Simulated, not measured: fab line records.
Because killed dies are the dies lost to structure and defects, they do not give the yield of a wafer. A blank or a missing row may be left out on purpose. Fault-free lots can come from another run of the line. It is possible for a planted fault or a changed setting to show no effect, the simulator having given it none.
The tool behind it: which one? ; flow rit cmos ; 13 lots, 39 wafers sampled, at 3 steps of a route of 202

## WHAT EACH GAUGE READ, for each wafer
RIT_M1_RS_MEAS_01: measures by four-point-probe. Usual: M1_AL_RS gives 0.0737 ohm/sq (standard deviation 0.00071).
lot;measured;on;M1_AL_RS (ohm/sq);flag
L803;day 3 06:46;film metro-03;0.0737 0.0751 0.0739;
L804;day 3 12:34;film metro-03;0.0744 0.0739 0.0744;
L805;day 3 18:50;film metro-03;0.0742 0.0734 0.0742;
L806;day 3 23:35;film metro-02;0.0747 0.0742 0.0753;
L807;day 4 01:39;film metro-04;0.0749 0.0745 0.0751;
L809;day 4 13:18;film metro-02;0.0731 0.0731 0.0735;
L812;day 5 02:15;film metro-03;0.0744 0.0746 0.0742;
L813;day 5 08:16;film metro-02;0.1133 0.1127 0.1126;OFF
L818;day 6 12:26;film metro-02;0.0745 0.0736 0.0743;
L820;day 6 19:23;film metro-02;0.0744 0.0730 0.0739;
L822;day 7 04:44;film metro-04;0.0734 0.0736 0.0740;
L824;day 7 16:25;film metro-03;0.0726 0.0731 0.0729;
L825;day 8 00:34;film metro-03;0.0736 0.0734 0.0730;

RIT_M1_THK_MEAS_02: measures by xrf. Usual: M1_AL_THK gives 406 nm (standard deviation 4.7).
lot;measured;on;M1_AL_THK (nm);flag
L803;day 3 06:51;film metro-03;405 399 403;
L804;day 3 12:41;film metro-03;403 404 403;
L805;day 3 18:56;film metro-03;404 409 404;
L806;day 3 23:42;film metro-02;398 400 394;
L807;day 4 01:46;film metro-04;404 405 401;
L809;day 4 13:24;film metro-02;407 408 405;
L812;day 5 02:21;film metro-03;403 402 404;
L813;day 5 08:23;film metro-02;267 268 269;OFF
L818;day 6 12:33;film metro-02;397 401 398;
L820;day 6 19:30;film metro-02;398 408 406;
L822;day 7 04:50;film metro-04;411 413 408;
L824;day 7 16:30;film metro-03;409 409 408;
L825;day 8 00:41;film metro-03;410 410 409;

## EACH LOT AND THE TOOL THAT RAN IT (in order: tool; ch and the chambers of the sampled wafers; start)
lot;RIT_M1_SPUTTER_00
L803;pvd sputter-03, day 3 06:25
L804;pvd sputter-04, day 3 12:16
L805;pvd sputter-03, day 3 18:29
L806;pvd sputter-03, day 3 23:17
L807;pvd sputter-04, day 4 01:20
L809;pvd sputter-04, day 4 12:58
L812;pvd sputter-03, day 5 01:55
L813;pvd sputter-04, day 5 07:56
L818;pvd sputter-03, day 6 12:08
L820;pvd sputter-03, day 6 19:05
L822;pvd sputter-03, day 7 04:25
L824;pvd sputter-02, day 7 16:04
L825;pvd sputter-03, day 8 00:16
- RIT_M1_SPUTTER_00: material Al, target thk 400 nm, time 500 s.

## WHAT THE TOOLS THEMSELVES READ (means of the sampled wafers that have a number; where no wafer has one, the mark that the record gives instead)
RIT_M1_SPUTTER_00. Usual: substrate temp c 25.00 C, standard deviation 0.1; throttle valve pct 30.0 %, standard deviation 1.1.
lot;tool;substrate temp c (C);throttle valve pct (%);flag
L803;pvd sputter-03;24.92;30.3;
L804;pvd sputter-04;24.95;30.6;
L805;pvd sputter-03;25.01;30.2;
L806;pvd sputter-03;25.06;29.5;
L807;pvd sputter-04;25.03;30.5;
L809;pvd sputter-04;25.09;28.9;
L812;pvd sputter-03;24.94;30.3;
L813;pvd sputter-04;25.02;29.8;
L818;pvd sputter-03;25.14;29.6;
L820;pvd sputter-03;24.92;29.8;
L822;pvd sputter-03;24.96;30.3;
L824;pvd sputter-02;25.08;30.4;
L825;pvd sputter-03;24.95;29.0;

## THE ANSWER, worked out from the rows above alone
Rule: take the mean of a lot's wafers that have a number; if it is more than 3 standard deviations from the usual mean, the lot is off. Also off: a lot with no number at a reading for which 4 or more lots have one. Any other lot the step has rows for is counted as sound. First the gauges in route order, then the tools' own readings, where a lot's mean is used as printed above. The first step at which some lot is off is used, and at that step the reading that is off furthest; a lot without a number counts as furthest.
Off: at RIT_M1_RS_MEAS_01 (M1_AL_RS), L813.
If a tool, at a process step before that reading, ran all the lots that are off and no sound lot after the first of them, it fits. Those tools and the gauges at RIT_M1_RS_MEAS_01 are tried in the same way. One fits: pvd sputter-04 at RIT_M1_SPUTTER_00. Its last sound lot is L809 (day 4 12:58), its first lot that is off L813 (day 5 07:56): a fault that began between those two fits.

## WHAT WAS PUT IN BY THE SIMULATOR
Process parameters drifting: pvd sputter-04 at RIT_M1_SPUTTER_00, beginning at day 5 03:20. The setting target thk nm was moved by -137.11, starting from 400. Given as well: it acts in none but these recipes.
Struck lots among those shown: L813. The same result came from the rule above.
